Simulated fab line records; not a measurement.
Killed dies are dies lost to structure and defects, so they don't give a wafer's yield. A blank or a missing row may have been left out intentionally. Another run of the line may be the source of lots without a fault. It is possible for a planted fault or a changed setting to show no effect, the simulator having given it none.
Split-lot trial ; flow ritCmos ; 23 wafers read across 5 lots, on a route 202 steps long

== THE SPLIT ITSELF ==
At RIT_ACTIVE_ETCH_13 (etches Si3N4 in SF6, stops on SiO2, time 210 s, target depth 210 nm), the setting rfW was moved away from the recipe's 125 W on 6 of the 23 wafers read, by +9.8% to +10.8%. For the rest of the wafers, this setting stayed at what the recipe calls for.

== FROM THE SPLIT TO THE READING: what the file shows between them, 2 steps ==
- RIT_FOX2_OXIDATION_00: target thk 350.7 nm, ox time 1130 s (also split here: oxTimeS)
- RIT_FOX2_CLEAN_02: cleans in dHF, time 180 s

== THE READING ==
SiO2_of_ACTIVE_OXIDATION_01.thkNm (the simulator's own value, which no gauge read), in nm, at RIT_FOX2_WET_ETCH_03 (etches Si3N4 in H3PO4, target depth 195 nm, time 2700 s). The file does not state a usual value for it. The 17 wafers here that ran the recipe average 40.57 nm, standard deviation 1.4 nm.

wafer;tool, chamber at the split;rfW as run, W;against the recipe;SiO2_of_ACTIVE_OXIDATION_01.thkNm, nm;against lot-mates on the recipe
L074.1;rieDiel-02, 0;125;recipe;41.56;-
L074.2;rieDiel-02, 1;138.5;+10.8%;34.2;-7.27
L074.3;rieDiel-02, 3;138.5;+10.8%;34.52;-6.95
L074.4;rieDiel-02, 0;125;recipe;41.39;-
L074.6;rieDiel-02, 1;138.5;+10.8%;33.76;-7.72
L077.1;rieDiel-04, 0;125;recipe;41.87;-
L077.2;rieDiel-04, 3;125;recipe;41.96;-
L077.3;rieDiel-04, 2;125;recipe;42.67;-
L077.4;rieDiel-04, 1;125;recipe;41.29;-
L077.6;rieDiel-04, 1;125;recipe;41.33;-
L078.1;rieDiel-02, 3;125;recipe;40.25;-
L078.2;rieDiel-02, 0;125;recipe;39.87;-
L078.5;rieDiel-02, 3;125;recipe;39.87;-
L078.3;rieDiel-02, 1;125;recipe;39.59;-
L078.4;rieDiel-02, 1;125;recipe;39.85;-
L079.2;rieDiel-04, 1;125;recipe;41.32;-
L079.5;rieDiel-04, 2;125;recipe;40.87;-
L079.6;rieDiel-04, 3;125;recipe;41.05;-
L081.1;rieDiel-02, 0;125;recipe;37.55;-
L081.2;rieDiel-02, 3;125;recipe;37.48;-
L081.3;rieDiel-02, 1;137.2;+9.8%;30.85;-6.66
L081.4;rieDiel-02, 2;137.2;+9.8%;29.99;-7.53
L081.5;rieDiel-02, 1;137.2;+9.8%;29.94;-7.57

THE FIT
A straight line over all 23 wafers: SiO2_of_ACTIVE_OXIDATION_01.thkNm changes by -0.798 nm for each +1% of rfW; r = -0.90; the points scatter about the line by 1.8 nm.
The same after taking each lot's own level away (the mean of its wafers on the recipe; 23 wafers): -0.706 nm for each +1%; r = -0.99; scatter 0.38 nm.
That fit puts the effect of the largest move of rfW on the reading at 7.6 nm.
Across the lots, their own levels run from 37.515 to 41.824 nm, a range of 3.1 times the standard deviation given above.
In other words, the slope is changed by the lot-to-lot level; the two fits disagree.
Check: for one of the wafers moved furthest among these (+10.8%), held out of the fit, the line's prediction against its lot-mates is -7.72 nm. Against them it came out at -7.27 nm.

== OTHER SPLITS ON THESE WAFERS ==
Note: prior to the reading, these wafers also went through further splits. Each is held against what the fit with the lots' levels taken away leaves over:
other split on the same wafers;wafers away from the commonest value;r with SiO2_of_ACTIVE_OXIDATION_01.thkNm (lot level and that fit taken away)
RIT_FOX2_OXIDATION_00 oxTimeS;15;+0.30

== THE WHOLE CHAIN: every reading that the file lists as answering this split, in the file's order ==
step;what it does;reading;change (the file's fit);r (the file's)
RIT_ACTIVE_ETCH_13;etches Si3N4 in SF6, stops on SiO2, time 210 s, target depth 210 nm;NOVOLAK_of_ACTIVE_COAT_06.thkNm (the simulator's own value, which no gauge read);-3.01 nm for each +1% of the setting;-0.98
RIT_ACTIVE_ETCH_13;etches Si3N4 in SF6, stops on SiO2, time 210 s, target depth 210 nm;SiO2_of_ACTIVE_OXIDATION_01.thkNm (the simulator's own value, which no gauge read);-0.795 nm for each +1% of the setting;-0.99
RIT_ACTIVE_ETCH_13;etches Si3N4 in SF6, stops on SiO2, time 210 s, target depth 210 nm;ACTIVE.featureDepthNm (the simulator's own value, which no gauge read);+0.79 nm for each +1% of the setting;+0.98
RIT_FOX2_WET_ETCH_03;etches Si3N4 in H3PO4, target depth 195 nm, time 2700 s;SiO2_of_ACTIVE_OXIDATION_01.thkNm (the simulator's own value, which no gauge read);-0.707 nm for each +1% of the setting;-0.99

== THE FILE'S OWN FIT ==
SiO2_of_ACTIVE_OXIDATION_01.thkNm changes by -0.707 nm for each +1% of rfW, r = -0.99.
